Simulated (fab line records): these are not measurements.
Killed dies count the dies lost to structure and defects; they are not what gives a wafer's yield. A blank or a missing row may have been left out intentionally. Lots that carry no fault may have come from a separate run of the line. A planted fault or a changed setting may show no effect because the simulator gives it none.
8D (eight disciplines) problem report, filled in by code + flow rit cmos + the parts of the form that need people (team, actions taken, sign-off) are left out

1. THE ISSUE
Mean SILICIDE_TI_RS at RIT_SILICIDE_RS_MEAS_02: 56.4 ohm/sq over 3 wafers in 3 lots; fault-free wafers: 45.9 ohm/sq, standard deviation 0.78. Measured from the usual mean, that is +13 standard deviations.
The step: measures by four-point-probe.
The first sign was on wafer L490.1 at day 4 07:11, on film metro-04. The record has a number at this step for 21 wafers belonging to 7 lots. Rule for "out", or "out of limits": more than 4 standard deviations from the usual mean. The rest of the wafers with a number are treated as sound.

2. WHAT IT IS, AND WHAT IT ISN'T
| question                    | is                     | is not                                                                                |
|-----------------------------|------------------------|---------------------------------------------------------------------------------------|
| which readings at this step | SILICIDE_TI_RS         | -                                                                                     |
| which lots                  | L490, L492, L493       | L486, L488, L499, L500                                                                |
| which wafers of those lots  | L490.1, L492.3, L493.2 | L490.4, L490.5, L492.1, L492.4, L493.1, L493.5                                        |
| read on which gauges        | film metro-04          | film metro-01                                                                         |
| when                        | from day 4 07:11       | up to then (8 sound wafers); but 10 sound wafers of L492, L493, L499, L500 came after |

3. WHAT RULES OUT EACH SUSPECT
Counting: any tool at a process step up to the reading remains a suspect provided it ran every lot that is out. Sound lots after the first of them don't rule it out here, since some wafers of a struck lot are sound.
- the gauge at RIT_SILICIDE_RS_MEAS_02: kept. All the wafers that are out were read on film metro-04, and no step on other tools shows them out.
- pvd sputter-01 at RIT_SILICIDE_SPUTTER_01 (material Ti, target thk 30 nm, time 240 s): kept. Every lot that is out went through it, the first being L490 (day 4 07:02); the last sound lot it ran before that was L488 (day 3 23:44).
Left after counting: pvd sputter-01 at RIT_SILICIDE_SPUTTER_01, film metro-04 at RIT_SILICIDE_RS_MEAS_02.

4. THE CAUSE (what the simulator had put in)
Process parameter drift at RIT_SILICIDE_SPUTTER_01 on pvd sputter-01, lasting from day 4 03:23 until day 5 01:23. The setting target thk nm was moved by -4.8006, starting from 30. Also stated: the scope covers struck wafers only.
After counting, 2 suspects remain, this tool included.

5. THE CHAIN OF EFFECTS, in route order
Each row: a reading where the mean over the struck wafers with a number is more than 3 standard deviations away from the usual. Scope: only readings with a usual standard deviation given in the record; hours: median across lots of the time from each lot's start at the first step in this table that gives one to its start at this step; sigmas: change in usual standard deviations.
| hours | step                     | reading         | usual       | on struck wafers | change | sigmas |
|-------|--------------------------|-----------------|-------------|------------------|--------|--------|
| 0     | RIT_SILICIDE_RS_MEAS_02  | SILICIDE_TI_RS  | 45.9 ohm/sq | 56.4             | +10.5  | +13    |
| 0     | RIT_SILICIDE_THK_MEAS_03 | SILICIDE_TI_THK | 31.5 nm     | 26.6             | -4.9   | -10    |

6. WHAT WOULD HAVE CAUGHT IT SOONER
In this record the first reading out of limits at a measuring or inspecting step was taken at day 4 07:11, 4 hours after the fault began at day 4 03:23.
An alarm limit of 4 standard deviations would not have fired on the tool readings at RIT_SILICIDE_SPUTTER_01 for which the record gives a usual standard deviation, since none of them was out on any struck wafer.
Lots out: 3; of these, L492, L493 started RIT_SILICIDE_SPUTTER_01 on pvd sputter-01 after day 4 07:11. A hold on the tool at that time would have spared those 2.
